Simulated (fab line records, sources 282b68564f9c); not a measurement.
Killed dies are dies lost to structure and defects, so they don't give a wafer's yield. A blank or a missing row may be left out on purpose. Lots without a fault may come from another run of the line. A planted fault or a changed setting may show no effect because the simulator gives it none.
A struck lot beside a sound one | flow rit_cmos | 17 steps out of a route of 202
Sound: wafers L501.1, L501.5, L501.6. Struck: wafers L510.2, L510.3, L510.4. The cause comes at the end.
At each step with rows: each side's tool, then ch and its chambers, then its first start. Under that, the readings that differ: sound wafers | struck wafers | difference of the means | sigmas: that difference in standard deviations of wafers without a fault.
alike: readings whose means differ by less than 2 such deviations, and words and numbers that are the same on both sides. not compared: withheld readings, readings that some wafer has no value for, bounds like >300 that may hide the same value, and numbers for which the record gives no deviation and whose values overlap.
The two part at a step that has a row with sigmas, a row that says differs or no value, or rows on one side only. Numbers that don't overlap but have no deviation are shown without sigmas and don't part them. A reading that every wafer of one side lacks parts them only if that side has two wafers or more.

first, 1 step without rows for these wafers: RIT_PRETRO_DEVELOP_05 (develop time 68 s).
RIT_PRETRO_OVL_MEAS_06:
  sound on overlay-02, day 2 17:52; struck on overlay-01, day 4 14:26
  reading         | sound         | struck      | difference | sigmas
  PRETRO_OVL (nm) | -2.0 1.0 -1.5 | 3.7 2.3 0.8 | +3.1       | +2
then, 2 steps without rows for these wafers: RIT_PRETRO_HARDBAKE_07 (time 120 s); RIT_PRETRO_IMPLANT_08.
RIT_PRETRO_STRIP_09: strips in O2, time 180 s.
  sound on plasma_asher-01 ch 0,1, day 2 18:28; struck on plasma_asher-04 ch 0,1, day 4 14:55
  alike: drypump_motor_current_A, rf_refl_power_W
  not compared: rf_hours_counter_h
RIT_PRETRO_TW_MEAS_10:
  sound on film_metro-02, day 2 18:38; struck on film_metro-03, day 4 15:06
  alike: PRETRO_TW
then, 5 steps without rows for these wafers: RIT_GATE_WET_ETCH_00 (etches SiO2 in BOE, target depth 56 nm, time 60 s); RIT_GATE_CLEAN_01 (cleans in SC1, time 600 s); RIT_GATE_CLEAN_02 (cleans in dHF, time 30 s); RIT_GATE_CLEAN_03 (cleans in SC2, time 600 s); RIT_GATE_CLEAN_04 (cleans in dHF, time 60 s).
RIT_FOX2_THK_MEAS_91:
  sound on film_metro-04, day 2 19:08; struck on film_metro-03, day 4 15:35
  alike: FIELD_OXIDE_LEFT_2_THK
RIT_GATE_OXIDATION_05: target thk 3 nm, ox time 270 s.
  sound on furnace-02 ch 0, day 2 19:31; struck on furnace-02 ch 0, day 4 15:38
  reading                                     | sound             | struck            | difference | sigmas
  ox_time_s (s)                               | 270 270 270       | 237.6 237.6 237.6 | -32.4      |
  model.SiO2_of_GATE_OXIDATION_05.thk_nm (nm) | 2.944 3.015 3.013 | 2.68 2.705 2.679  | -0.30      |
then, 1 step without rows for these wafers: RIT_GATE_ANNEAL_06 (time 600 s).
RIT_GATE_THK_MEAS_07:
  sound on film_metro-01, day 2 20:50; struck on film_metro-01, day 4 16:58
  reading             | sound          | struck         | difference | sigmas
  GATE_OXIDE_THK (nm) | 2.96 2.95 3.01 | 2.69 2.69 2.69 | -0.28      | -5
then, 1 step without rows for these wafers: RIT_GATE_CVD_08 (deposits poly-Si from SiH4, target thk 250 nm, time 2220 s).
RIT_M1_PROBE_99:
  sound on prober-01, day 3 20:28; struck on prober-02, day 5 15:37
  reading                             | sound             | struck            | difference | sigmas
  model.etest.pmos_0p3.r_on_ohm_um    | 6112 6175 6106    | 5719 5816 5668    | -397       |
  model.etest.pmos_0p15.r_on_ohm_um   | 2702 2720 2637    | 2533 2566 2524    | -145       |
  model.etest.nmos_0p3.r_on_ohm_um    | 2117 2132 2128    | 2007 2031 2005    | -111       |
  model.etest.nmos_0p15.drive_ua_um   | 472.6 466.2 478.9 | 523.8 516.3 530.4 | +50.9      |
  model.etest.nmos_0p15.r_on_ohm_um   | 1126 1140 1117    | 1086 1088 1087    | -41        |
  model.etest.nmos_narrow.drive_ua_um | 230.4 225.8 226.9 | 262.5 254 262.5   | +32.0      |
  model.etest.nmos_0p3.drive_ua_um    | 232.7 228.7 228.6 | 261.3 255.8 260   | +29.0      |
  model.etest.pmos_0p15.drive_ua_um   | 263.1 261.2 267   | 290.2 285.5 293.9 | +26.1      |
  alike: killed_at_contacts, killed_at_front_end, killed_dies, killed_open, killed_short

WHERE THEY PART
First at RIT_PRETRO_OVL_MEAS_06; last, within this record, at RIT_GATE_THK_MEAS_07. Later steps at which nothing parts them and some readings are alike: RIT_M1_PROBE_99.

WHY: what the simulator had put in
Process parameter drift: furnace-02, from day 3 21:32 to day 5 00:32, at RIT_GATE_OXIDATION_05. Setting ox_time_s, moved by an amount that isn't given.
